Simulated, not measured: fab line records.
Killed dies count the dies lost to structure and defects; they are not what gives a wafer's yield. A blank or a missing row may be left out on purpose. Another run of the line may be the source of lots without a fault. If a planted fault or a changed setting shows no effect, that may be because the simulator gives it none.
Code-filled problem report in 8D (eight disciplines) form -- flow ritCmos -- the parts of the form that need people (team, actions taken, sign-off) are left out

1. WHAT IS WRONG
Mean of heaterPowerTotalW at RIT_PSD_SOFTBAKE_02: 38.49 W across 6 wafers in 2 lots; on wafers with no fault it is 34.57 W (standard deviation 0.055). Relative to the usual mean, that is a shift of +71 standard deviations.
The step: time 60 s.
First seen on wafer L323.1, day 4 17:51, on lithoTrack-01. Wafers with a number at this step in the record: 18, from 6 lots. By rule, "out" or "out of limits" means more than 4 standard deviations away from the usual mean. The rest of the wafers with a number are treated as sound.

2. WHAT IT IS; WHAT IT IS NOT
question,is,is not
which readings at this step,"heaterPowerTotalW, plateTempC",exhaustPa
which lots,"L323, L327","L315, L318, L331, L338"
which wafers of those lots,all that have a number,-
read on which tools,lithoTrack-01,"lithoTrack-02, lithoTrack-03"
when,from day 4 17:51,"up to then (6 sound wafers); but 6 sound wafers of L331, L338 came after"

3. SUSPECTS, AND WHAT RULES EACH OUT
Counting: a tool stays on the suspect list if, at a process step up to the reading, it processed all lots that are out and no sound lot following the first of them.
- plasmaAsher-01 at RIT_NSD_STRIP_09 (strips in O2, time 180 s): ruled out as a lasting fault. The sound lots L331, L338 went through it after L323, its earliest lot that is out (day 4 17:19).
- lithoTrack-01 at RIT_PSD_SOFTBAKE_02 (time 60 s): kept. It processed each lot that is out, first L323 at day 4 17:51, and no sound lot thereafter; up to then, the last sound lot it processed was L318 at day 3 15:41. On those wafers its own readings are out: heaterPowerTotalW, plateTempC.
Remaining after the count: lithoTrack-01 at RIT_PSD_SOFTBAKE_02.

4. THE CAUSE (what the simulator had put in)
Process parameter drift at RIT_PSD_SOFTBAKE_02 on lithoTrack-01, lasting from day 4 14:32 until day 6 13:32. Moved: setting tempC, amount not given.
Counting left only this tool.

5. SEQUENCE OF EFFECTS, ordered by route
Each row: a reading where the mean over the struck wafers with a number is more than 3 standard deviations away from the usual. Only readings for which the record gives a usual standard deviation are gone through. hours: the time from each lot's start at the first step in this table that gives one to its start at this step, as a median over the lots. sigmas: the change in usual standard deviations.
hours,step,reading,usual,on struck wafers,change,sigmas
0,RIT_PSD_SOFTBAKE_02,heaterPowerTotalW,34.57 W,38.49,+3.92,+71
0,RIT_PSD_SOFTBAKE_02,plateTempC,89.99 C,97.27,+7.28,+61
Here are the process steps it includes:
- RIT_PSD_SOFTBAKE_02: time 60 s.
Later steps that measure or inspect, where all struck wafers having a row at the step show a number for every such reading and not one has moved that far: RIT_PSD_OVL_MEAS_06.

6. HOW IT WOULD HAVE BEEN CAUGHT EARLIER
In this record the first reading out of limits was taken at day 4 17:51, 3 hours after the fault began at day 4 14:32.
